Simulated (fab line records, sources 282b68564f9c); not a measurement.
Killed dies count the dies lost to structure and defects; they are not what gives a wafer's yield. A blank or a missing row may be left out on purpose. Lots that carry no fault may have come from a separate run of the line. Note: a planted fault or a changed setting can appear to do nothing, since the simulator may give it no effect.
Struck lot and sound lot, side by side || flow rit-cmos || 14 steps out of a route of 202
Sound: the wafers L564.2, L564.5, L564.6. Struck: wafers L570.1, L570.2, L570.6. The cause is named last.
Per side, at each step with rows, come the tool, then ch with its chambers, and then its first start. Under that, the readings that differ: sound wafers || struck wafers || difference of the means || sigmas: that difference in standard deviations of wafers without a fault.
alike: readings with means less than 2 such deviations apart, plus words and numbers identical on both sides. not compared: withheld readings, readings lacking a value on some wafer, bounds such as >300 that could conceal the same value, and numbers that have no deviation in the record and whose values overlap.
The two part at a step that has a row with sigmas, a row that says differs or no value, or rows on one side only. Numbers that don't overlap but have no deviation are shown without sigmas and don't part them. A reading missing from all wafers of one side parts the sides only when that side holds two or more wafers.

first, 1 step without rows for these wafers: RIT_GATE_HARDBAKE_18 (time 60 s).
RIT_GATE_ETCH_19: etches poly-Si in SF6/CHF3/O2, stops on SiO2, time 165 s, target depth 312.5 nm.
  sound on rie-si-02 ch 0,1,3, day 4 22:00; struck on rie-si-01 ch 1,3, day 6 03:56
{"reading": "drypump-motor-current-A (A)", "sound": "5.7 6.2 6.5", "struck": "4.8 5.4 4.7", "difference": -1.2, "sigmas": -2}
  alike: CHF3_flow_sccm, SF6_flow_sccm, chamber-pressure-mTorr, oes-product-au, throttle-valve-pct
  not compared: rf-hours-counter-h
RIT_GATE_STRIP_20: strips in O2, time 180 s.
  sound on plasma-asher-01 ch 0,1, day 4 22:07; struck on plasma-asher-03 ch 0,1, day 6 04:03
  alike: chamber-pressure-mTorr, drypump-motor-current-A
  not compared: rf-hours-counter-h
RIT_GATE_CD_MEAS_90 targets a cd of 150 nm.
  struck on cd-sem-01, day 6 04:14; sound on cd-sem-01, day 4 22:19
  alike: cd-nm
then, 4 steps without rows for these wafers: RIT_REOX_CLEAN_00 (cleans in SC1, time 600 s); RIT_REOX_CLEAN_01 (cleans in dHF, time 30 s); RIT_REOX_CLEAN_02 (cleans in SC2, time 600 s); RIT_REOX_OXIDATION_03 (target thk 25.2 nm, ox time 5580 s).
RIT_REOX_THK_MEAS_04:
  struck on film-metro-01, day 6 08:02; sound on film-metro-04, day 5 02:01
  alike: REOX_OXIDE_THK
then, 3 steps without rows for these wafers: RIT_NLDD_HMDS_00 (prime time 60 s); RIT_NLDD_COAT_01 (resist thk 1000 nm); RIT_NLDD_SOFTBAKE_02 (time 60 s).
RIT_NLDD_EXPOSE_03: exposes mask M7, target cd 40700 nm.
  sound on iline-stepper-02 ch 0, day 5 02:57; struck on iline-stepper-01, day 6 08:40
  no value came back on the struck wafers for exposure-dose-mJ-cm2, focus-offset-nm (nm); on the sound wafers exposure-dose-mJ-cm2 reads 250.59 250.39 250.27
  alike: mask
after that, 1 step had no rows for these wafers: RIT_NLDD_PEB_04.

## WHERE THEY PART
Last at RIT_NLDD_EXPOSE_03 as far as this record goes, first at RIT_GATE_ETCH_19.

WHY: the cause the simulator had injected
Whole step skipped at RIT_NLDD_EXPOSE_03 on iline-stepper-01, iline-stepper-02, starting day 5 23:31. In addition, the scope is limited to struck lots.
